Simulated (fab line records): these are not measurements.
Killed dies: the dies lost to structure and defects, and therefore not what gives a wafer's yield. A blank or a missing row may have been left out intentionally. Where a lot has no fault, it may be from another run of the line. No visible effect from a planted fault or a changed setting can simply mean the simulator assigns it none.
Struck lot and sound lot, side by side | flow rit-cmos | 17 out of 202 route steps
Sound: wafers L925.1, L925.3, L925.6. Struck: wafers L918.1, L918.2, L918.3. The cause is named last.
For every step that has rows: the tool of each side, followed by ch and its chambers, followed by its first start. Under that, the readings that differ: sound wafers | struck wafers | difference of the means | sigmas: that difference in standard deviations of wafers without a fault.
alike: same words and numbers on both sides, and readings whose means sit less than 2 such deviations apart. not compared: any withheld reading, any reading some wafer has no value for, any bound like >300 that may hide the same value, and any number with overlapping values for which the record gives no deviation.
The two part at a step that has a row with sigmas, a row that says differs or no value, or rows on one side only. When numbers do not overlap yet have no deviation, they are printed without sigmas and do not part them. Lack of a reading on every wafer of one side parts them only where that side has two or more wafers.

first, 1 step without rows for these wafers: RIT_PRETRO_DEVELOP_05 (develop time 68 s).
RIT_PRETRO_OVL_MEAS_06:
  sound on overlay-01 at day 5 06:50; struck on overlay-01 at day 3 13:23
  alike: PRETRO_OVL
then, 2 steps without rows for these wafers: RIT_PRETRO_HARDBAKE_07 (time 120 s); RIT_PRETRO_IMPLANT_08.
RIT_PRETRO_STRIP_09: strips in O2, time 180 s.
  sound on plasma-asher-02 ch 0, day 5 07:17; struck on plasma-asher-04 ch 0,1, day 3 13:49
  alike: drypump-motor-current-A
  not compared: rf-hours-counter-h
RIT_PRETRO_TW_MEAS_10:
  sound on film-metro-03 at day 5 07:27; struck on film-metro-02 at day 3 14:00
  alike: PRETRO_TW
then, 5 steps without rows for these wafers: RIT_GATE_WET_ETCH_00 (etches SiO2 in BOE, target depth 56 nm, time 60 s); RIT_GATE_CLEAN_01 (cleans in SC1, time 600 s); RIT_GATE_CLEAN_02 (cleans in dHF, time 30 s); RIT_GATE_CLEAN_03 (cleans in SC2, time 600 s); RIT_GATE_CLEAN_04 (cleans in dHF, time 60 s).
RIT_FOX2_THK_MEAS_91:
  sound on film-metro-02 at day 5 07:56; struck on film-metro-01 at day 3 14:29
  alike: FIELD_OXIDE_LEFT_2_THK
RIT_GATE_OXIDATION_05: target thk 3 nm, ox time 270 s.
  sound on furnace-04 ch 0, day 5 07:59; struck on furnace-02 ch 0, day 3 15:16
  reading                                     | sound                | struck               | difference | sigmas
  spike-tc-centre-C (C)                       | 901.8 900.8 902.2    | 889.5 888.1 889.0    | -12.7      | -12
  spike-tc-load-C (C)                         | 928.4 929.4 928.4    | 912.1 911.4 911.4    | -17.1      | -11
  spike-tc-source-C (C)                       | 923.6 924.0 924.9    | 916.0 917.0 913.4    | -8.7       | -5
  tube-center-temp-C (C)                      | 900.04 899.97 900.04 | 885.96 886.13 886.16 | -13.93     | -99 or more
  tube_center_temp_C_max                      | 903.0 901.8 902.5    | 887.9 888.1 888.5    | -14.3      | -40
  zone-power-centre-pct (%)                   | 50 50 49             | 36 37 36             | -13        | -3
  model.SiO2_of_GATE_OXIDATION_05.thk-nm (nm) | 3.041 3.047 2.976    | 2.468 2.567 2.468    | -0.520     |
then, 1 step without rows for these wafers: RIT_GATE_ANNEAL_06 (time 600 s).
RIT_GATE_THK_MEAS_07:
  sound on film-metro-03 at day 5 09:19; struck on film-metro-01 at day 3 16:35
  reading             | sound          | struck         | difference | sigmas
  GATE_OXIDE_THK (nm) | 3.04 3.07 3.03 | 2.47 2.53 2.47 | -0.56      | -10
then, 1 step without rows for these wafers: RIT_GATE_CVD_08 (deposits poly-Si from SiH4, target thk 250 nm, time 2220 s).
RIT_M1_PROBE_99:
  sound on prober-01 at day 6 11:41; struck on prober-01 at day 4 18:07
  reading                             | sound             | struck            | difference | sigmas
  model.etest.pmos_0p3.r-on-ohm-um    | 6231 6283 6113    | 5440 5598 5489    | -700       |
  model.etest.pmos-turned.r-on-ohm-um | 3315 3393 3323    | 3249 3248 3247    | -96        |
  model.etest.pmos_0p15.r-on-ohm-um   | 2694 2760 2692    | 2581 2602 2594    | -123       |
  model.etest.nmos_0p3.r-on-ohm-um    | 2168 2207 2163    | 1956 1975 1970    | -212       |
  model.etest.nmos_0p15.drive-ua-um   | 449.3 443.2 463.1 | 534.8 524.4 530.5 | +78.0      |
  model.etest.nmos_0p15.r-on-ohm-um   | 1143 1174 1163    | 1095 1108 1101    | -59        |
  model.etest.nmos-narrow.drive-ua-um | 223.7 218.7 230.5 | 284.4 277.7 283.5 | +57.6      |
  model.etest.nmos_0p3.drive-ua-um    | 222.7 221.9 228.5 | 281.1 271.2 281.3 | +53.5      |
  alike: killed-at-contacts, killed-at-front-end, killed-dies, killed-open, killed-short

## WHERE THEY PART
Earliest at RIT_GATE_OXIDATION_05; latest, in this record, at RIT_GATE_THK_MEAS_07. Later steps at which nothing parts them and some readings are alike: RIT_M1_PROBE_99.

WHY: whatever the simulator had introduced
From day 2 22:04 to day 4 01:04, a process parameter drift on furnace-02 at RIT_GATE_OXIDATION_05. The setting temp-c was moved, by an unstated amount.
